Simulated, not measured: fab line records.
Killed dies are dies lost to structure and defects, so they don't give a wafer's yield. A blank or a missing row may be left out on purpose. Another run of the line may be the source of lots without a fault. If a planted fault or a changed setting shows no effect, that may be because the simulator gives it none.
fab line records + flow berkeleyCmos170
record
- lots=8
- wafers=24
- lastDay=11
route steps=331 shown NWELL@28 V2@292 M3@324
lots untouched by any fault: they come from a run of this same line in which no faults occurred
startH: the number of hours between the record's first day and the start of the first shown wafer of the lot + waitH: hours since the lot's step before + " unchanged from the row above + L1.1+2: several wafers, shown together as one row + - no value present, or no start provided + * or withheld: withheld + < > ~ a bound
route shown NAME@n: names a module that has steps shown in the file, with the first one's number in the route + usual: mean/standard deviation taken from wafers without a fault + same: alike in all rows + chamber/n: place in a boat + sites: the reading at each site + _std_site: how widely they spread, as a standard deviation + _edge_site: the outer-site mean with the inner-site mean subtracted + radiusMm: how far each site lies from the wafer's centre + mask NAME#n: copy n + behind: the last tool/chamber to shape the wafer + hold: cause of the lot's hold/its duration in hours/its outcome + device: names the non-switching transistor (n, p or np) + end of line: tests of these same wafers at the route's end + for a step that has no rows: nothing shown but its recipe + killed: dies lost to structure and defects at the first sort, not the wafer's yield + map: a wafer's dies, marking killed ones x, the rest . and places with no die _
set.NAME: the setting that was run; set.NAME@STEP: the one run at that earlier step + model.NAME: the simulator's own value behind a step, which no gauge read
the route's steps for a sample of lots (tables are steps, rows are wafers)
services: from which hour (startH, from the record's first day; less than 0 if before it) a tool's chamber was out of use, for how many hours, and why
## steps
# step UCB170_NWELL_IMPLANT_14
# recipe
- species=P
- doseCm2=1e+13
- energyKev=150
- tiltDeg=7
# usual
- faradayCurrentUA=31.6/0.68
| lot.wafer | tool         | chamber | startH | waitH | faradayCurrentUA |
|-----------|--------------|---------|--------|-------|------------------|
| L858.1    | implanter-04 | 0       | 35.75  | 0.1   | 30.1             |
| L858.2    | "            | 0       | "      | "     | 31.1             |
| L858.4    | "            | 0       | "      | "     | 32.4             |
| L859.2    | implanter-04 | 0       | 39.24  | 0.1   | 30.7             |
| L859.4    | "            | 0       | "      | "     | 31.4             |
| L859.5    | "            | 0       | "      | "     | 31.3             |
| L866.2    | implanter-04 | 0       | 70.92  | 0.1   | 32.6             |
| L866.4    | "            | 0       | "      | "     | 29.7             |
| L866.5    | "            | 0       | "      | "     | 31.6             |
| L874.2    | implanter-01 | 0       | 112.41 | 0.1   | 30.8             |
| L874.4    | "            | 0       | "      | "     | 30.9             |
| L874.5    | "            | 0       | "      | "     | 32.3             |
| L876.1    | implanter-01 | 0       | 120.20 | 0.1   | 31.2             |
| L876.5    | "            | 0       | "      | "     | 31.0             |
| L876.6    | "            | 0       | "      | "     | 31.3             |
| L878.2    | implanter-01 | 0       | 131.96 | 0.1   | 30.0             |
| L878.4    | "            | 0       | "      | "     | 31.6             |
| L878.5    | "            | 0       | "      | "     | 32.5             |
| L879.1    | implanter-03 | 0       | 137.49 | 0.1   | 31.8             |
| L879.2    | "            | 0       | "      | "     | 31.8             |
| L879.3    | "            | 0       | "      | "     | 32.3             |
| L881.2    | implanter-01 | 0       | 143.02 | 0.1   | 31.4             |
| L881.3    | "            | 0       | "      | "     | 30.9             |
| L881.4    | "            | 0       | "      | "     | 32.1             |
# step UCB170_NWELL_TW_MEAS_16
# usual
- NWELL_TW=1245/8
| lot.wafer | tool         | chamber | startH | waitH | NWELL_TW |
|-----------|--------------|---------|--------|-------|----------|
| L858.1    | filmMetro-01 | -       | 36.00  | 0.1   | 1258     |
| L858.2    | "            | -       | "      | "     | 1250     |
| L858.4    | "            | -       | "      | "     | 1253     |
| L859.2    | filmMetro-04 | -       | 39.48  | 0.1   | 1229     |
| L859.4    | "            | -       | "      | "     | 1231     |
| L859.5    | "            | -       | "      | "     | 1238     |
| L866.2    | filmMetro-04 | -       | 71.16  | 0.1   | 1222     |
| L866.4    | "            | -       | "      | "     | 1222     |
| L866.5    | "            | -       | "      | "     | 1226     |
| L874.2    | filmMetro-04 | -       | 112.64 | 0.1   | 1237     |
| L874.4    | "            | -       | "      | "     | 1235     |
| L874.5    | "            | -       | "      | "     | 1234     |
| L876.1    | filmMetro-01 | -       | 120.45 | 0.1   | 1238     |
| L876.5    | "            | -       | "      | "     | 1248     |
| L876.6    | "            | -       | "      | "     | 1246     |
| L878.2    | filmMetro-01 | -       | 132.23 | 0.1   | 1252     |
| L878.4    | "            | -       | "      | "     | 1247     |
| L878.5    | "            | -       | "      | "     | 1245     |
| L879.1    | filmMetro-04 | -       | 137.74 | 0.1   | 1245     |
| L879.2    | "            | -       | "      | "     | 1248     |
| L879.3    | "            | -       | "      | "     | 1243     |
| L881.2    | filmMetro-03 | -       | 143.26 | 0.1   | 1259     |
| L881.3    | "            | -       | "      | "     | 1258     |
| L881.4    | "            | -       | "      | "     | 1253     |
# step UCB170_V2_CVD_00
# recipe
- material=SiO2
- targetThkNm=2000
- tempC=390
- precursor=TEOS/O2
- timeS=250
- rfW=550
- pressureMtorr=9000
# usual
- heaterPowerW=250/53
| lot.wafer | tool     | chamber | startH | waitH | heaterPowerW |
|-----------|----------|---------|--------|-------|--------------|
| L859.2    | pecvd-04 | 1       | 166.79 | 0.1   | 191          |
| L859.4    | "        | 1       | "      | "     | 246          |
| L859.5    | "        | 2       | "      | "     | 275          |
| L858.1    | pecvd-03 | 2       | 167.07 | 0.1   | 211          |
| L858.2    | "        | 0       | "      | "     | 316          |
| L858.4    | "        | 1       | "      | "     | 170          |
| L866.2    | pecvd-02 | 1       | 200.70 | 0.1   | 277          |
| L866.4    | "        | 1       | "      | "     | 215          |
| L866.5    | "        | 2       | "      | "     | 236          |
| L874.2    | pecvd-03 | 1       | 241.14 | 0.1   | 207          |
| L874.4    | "        | 1       | "      | "     | 252          |
| L874.5    | "        | 2       | "      | "     | 215          |
| L879.1    | pecvd-02 | 0       | 255.75 | 0.1   | 316          |
| L879.2    | "        | 2       | "      | "     | 264          |
| L879.3    | "        | 1       | "      | "     | 221          |
| L878.2    | pecvd-02 | 2       | 256.35 | 0.1   | 249          |
| L878.4    | "        | 2       | "      | "     | 329          |
| L878.5    | "        | 0       | "      | "     | 220          |
| L876.1    | pecvd-03 | 1       | 256.60 | 0.1   | 208          |
| L876.5    | "        | 1       | "      | "     | 273          |
| L876.6    | "        | 2       | "      | "     | 149          |
| L881.2    | pecvd-04 | 2       | 257.33 | 0.1   | 276          |
| L881.3    | "        | 1       | "      | "     | 251          |
| L881.4    | "        | 1       | "      | "     | 172          |
# step UCB170_V2_OVL_MEAS_13
# usual
- V2_OVL=2/4.9
| lot.wafer | tool       | chamber | startH | waitH | V2_OVL[nm] |
|-----------|------------|---------|--------|-------|------------|
| L859.2    | overlay-02 | -       | 168.72 | 0.1   | -1         |
| L859.4    | "          | -       | "      | "     | 0          |
| L859.5    | "          | -       | "      | "     | -1         |
| L858.1    | overlay-01 | -       | 169.03 | 0.1   | 4          |
| L858.2    | "          | -       | "      | "     | 8          |
| L858.4    | "          | -       | "      | "     | 5          |
| L866.2    | overlay-02 | -       | 203.54 | 0.1   | -7         |
| L866.4    | "          | -       | "      | "     | -1         |
| L866.5    | "          | -       | "      | "     | -2         |
| L874.2    | overlay-02 | -       | 243.12 | 0.1   | 10         |
| L874.4    | "          | -       | "      | "     | 5          |
| L874.5    | "          | -       | "      | "     | 3          |
| L879.1    | overlay-02 | -       | 259.57 | 0.1   | 4          |
| L879.2    | "          | -       | "      | "     | -9         |
| L879.3    | "          | -       | "      | "     | -4         |
| L878.2    | overlay-01 | -       | 260.18 | 0.1   | 5          |
| L878.4    | "          | -       | "      | "     | -2         |
| L878.5    | "          | -       | "      | "     | 1          |
| L876.1    | overlay-01 | -       | 260.41 | 0.1   | 0          |
| L876.5    | "          | -       | "      | "     | -7         |
| L876.6    | "          | -       | "      | "     | 6          |
| L881.2    | overlay-01 | -       | 260.83 | 0.1   | 0          |
| L881.3    | "          | -       | "      | "     | 0          |
| L881.4    | "          | -       | "      | "     | -5         |
# step UCB170_M3_CD_MEAS_15
# recipe
- targetCdNm=700
# usual
- cdNm=699.9/1.6
| lot.wafer | tool     | chamber | startH | waitH | cdNm  |
|-----------|----------|---------|--------|-------|-------|
| L859.2    | cdSem-01 | -       | 171.60 | -     | 700.4 |
| L859.4    | "        | -       | "      | "     | 702.4 |
| L859.5    | "        | -       | "      | "     | 701.6 |
| L858.1    | cdSem-01 | -       | 172.38 | -     | 699.5 |
| L858.2    | "        | -       | "      | "     | 701.5 |
| L858.4    | "        | -       | "      | "     | 701.6 |
| L866.2    | cdSem-02 | -       | 208.18 | -     | 699.0 |
| L866.4    | "        | -       | "      | "     | 696.3 |
| L866.5    | "        | -       | "      | "     | 698.2 |
| L874.2    | cdSem-02 | -       | 245.66 | -     | 700.6 |
| L874.4    | "        | -       | "      | "     | 699.8 |
| L874.5    | "        | -       | "      | "     | 701.0 |
| L879.1    | cdSem-02 | -       | 264.81 | -     | 700.2 |
| L879.2    | "        | -       | "      | "     | 699.5 |
| L879.3    | "        | -       | "      | "     | 699.6 |
| L878.2    | cdSem-02 | -       | 264.95 | -     | 699.8 |
| L878.4    | "        | -       | "      | "     | 698.9 |
| L878.5    | "        | -       | "      | "     | 699.1 |
| L876.1    | cdSem-02 | -       | 265.08 | -     | 699.7 |
| L876.5    | "        | -       | "      | "     | 698.0 |
| L876.6    | "        | -       | "      | "     | 700.1 |
| L881.2    | cdSem-01 | -       | 265.19 | -     | 702.0 |
| L881.3    | "        | -       | "      | "     | 701.6 |
| L881.4    | "        | -       | "      | "     | 702.1 |
## services
| tool         | chamber | startH | hours | kind   |
|--------------|---------|--------|-------|--------|
| pecvd-02     | -       | 14.50  | 14.0  | pm     |
| pecvd-02     | 2       | 25.13  | 2.4   | repair |
| pecvd-03     | 2       | 39.44  | 4.2   | repair |
| implanter-04 | -       | 39.79  | 10.6  | repair |
| implanter-03 | -       | 45.19  | 5.5   | pm     |
| pecvd-02     | -       | 48.80  | 0.8   | repair |
| pecvd-02     | -       | 62.45  | 3.2   | repair |
| implanter-03 | -       | 75.64  | 3.7   | repair |
| pecvd-04     | 2       | 77.92  | 11.8  | repair |
| pecvd-02     | 0       | 79.06  | 9.8   | repair |
| implanter-04 | -       | 81.38  | 6.4   | repair |
| pecvd-04     | -       | 84.91  | 0.7   | repair |
| pecvd-02     | -       | 104.70 | 6.0   | pm     |
| pecvd-04     | 0       | 148.71 | 10.4  | repair |
| implanter-01 | -       | 151.17 | 6.8   | repair |
| implanter-04 | -       | 163.85 | 2.7   | pm     |
| pecvd-04     | 0       | 183.34 | 2.0   | repair |
| pecvd-04     | -       | 191.72 | 0.5   | repair |
| implanter-04 | -       | 197.87 | 2.5   | repair |
| pecvd-03     | -       | 221.05 | 2.9   | repair |
| implanter-01 | -       | 221.54 | 0.7   | repair |
| pecvd-02     | -       | 236.46 | 4.9   | repair |
| pecvd-03     | -       | 242.50 | 14.0  | pm     |
| pecvd-02     | -       | 244.02 | 5.5   | pm     |
## key
firstSign
- step=UCB170_NWELL_TW_MEAS_16
- reading=NWELL_TW
- direction=down
- sigmas=2.7
- usual=1245
- struck=1223
effect none on later readings
metAt UCB170_NWELL_IMPLANT_14
struckLots L866
testerLeftOut L866
notActingAt UCB170_V2_CVD_00,UCB170_V2_OVL_MEAS_13,UCB170_M3_CD_MEAS_15
onsetBetween 39.24 70.92
fault
- kind=processParameterDrift
- tool=implanter-04
- chamber=-
- onsetH=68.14
- steps=UCB170_NWELL_IMPLANT_14
- channel=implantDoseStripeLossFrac
- offset=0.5
- shape=step
- endH=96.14
# testerLeftOut: of these lots the tester's yield and bins aren't shown, on N5 and GAA mostly nor the transistor test; their killed dies are dies lost to structure and defects alone, not to doping, threshold or leakage, so they don't give the yield
